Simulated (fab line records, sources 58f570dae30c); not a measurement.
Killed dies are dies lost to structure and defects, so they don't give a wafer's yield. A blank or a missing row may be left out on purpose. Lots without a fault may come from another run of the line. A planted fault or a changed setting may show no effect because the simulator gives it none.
A struck lot beside a sound one | flow berkeley_cmos170 | 18 steps out of a route of 331
Sound: wafers L116.1, L116.5, L116.6. Struck: wafers L115.1, L115.2, L115.6. The cause comes at the end.
At each step with rows: each side's tool, then ch and its chambers, then its first start. Under that, the readings that differ: sound wafers | struck wafers | difference of the means | sigmas: that difference in standard deviations of wafers without a fault.
alike: readings whose means differ by less than 2 such deviations, and words and numbers that are the same on both sides. not compared: withheld readings, readings that some wafer has no value for, bounds like >300 that may hide the same value, and numbers for which the record gives no deviation and whose values overlap.
The two part at a step that has a row with sigmas, a row that says differs or no value, or rows on one side only. Numbers that don't overlap but have no deviation are shown without sigmas and don't part them. A reading that every wafer of one side lacks parts them only if that side has two wafers or more.

first, 1 step without rows for these wafers: UCB170_M2_PRE_CLEAN_00 (preclean etch time 60 s).
UCB170_M2_SPUTTER_01: material Al, target thk 900 nm, time 120 s.
  sound on pvd_sputter-01, day 12 00:39; struck on pvd_sputter-02, day 12 00:56
  alike: throttle_valve_pct
UCB170_M2_RS_MEAS_02: measures by four-point-probe.
  sound on film_metro-02, day 12 00:44; struck on film_metro-02, day 12 01:01
  alike: M2_AL_RS
UCB170_M2_THK_MEAS_03: measures by xrf.
  sound on film_metro-02, day 12 00:52; struck on film_metro-02, day 12 01:08
  alike: M2_AL_THK
then, 3 steps without rows for these wafers: UCB170_M2_HMDS_04 (prime time 60 s); UCB170_M2_COAT_05 (resist thk 900 nm); UCB170_M2_SOFTBAKE_06 (time 60 s).
UCB170_M2_STRIP_07: strips in O2.
  sound on plasma_asher-03 ch 0,1, day 12 01:29; struck on plasma_asher-03 ch 0,1, day 12 01:46
  alike: drypump_motor_current_A, oes_product_au, strip_time_to_endpoint_s
  not compared: rf_hours_counter_h
then, 4 steps without rows for these wafers: UCB170_M2_STRIP_08 (strips KrF in DMSO, time 600 s); UCB170_M2_COAT_09; UCB170_M2_COAT_10 (resist thk 900 nm); UCB170_M2_SOFTBAKE_11 (time 60 s).
UCB170_M2_EXPOSE_12: exposes mask METAL2, target cd 700 nm.
  sound on krf_scanner-02 ch 0, day 12 02:52; struck on krf_scanner-01 ch 0, day 12 03:06
  reading                    | sound                | struck            | difference | sigmas
  model.M2.overlay_x_nm (nm) | -5.058 -5.058 -5.058 | 119.1 119.1 119.1 | +124.2     |
  alike: mask
then, 2 steps without rows for these wafers: UCB170_M2_PEB_13; UCB170_M2_DEVELOP_14 (develop time 45 s).
UCB170_M2_CD_MEAS_15: target cd 700 nm.
  sound on cd_sem-02, day 12 04:01; struck on cd_sem-01, day 12 04:17
  alike: cd_nm
UCB170_M2_OVL_MEAS_16:
  sound on overlay-01, day 12 04:08; struck on overlay-02, day 12 04:24
  reading     | sound    | struck      | difference | sigmas
  M2_OVL (nm) | -5 -8 -5 | 111 121 119 | +123       | +22
UCB170_M2_ETCH_17: etches BARC in N2/H2.
  sound on rie_diel-01 ch 0,2,3, day 12 04:10; struck on rie_diel-02 ch 0,1,2, day 12 04:26
  alike: bias_w, drypump_motor_current_A, oes_product_au, throttle_valve_pct

WHERE THEY PART
Only at UCB170_M2_OVL_MEAS_16, within this record. Later steps at which nothing parts them and some readings are alike: UCB170_M2_ETCH_17.

WHY: what the simulator had put in
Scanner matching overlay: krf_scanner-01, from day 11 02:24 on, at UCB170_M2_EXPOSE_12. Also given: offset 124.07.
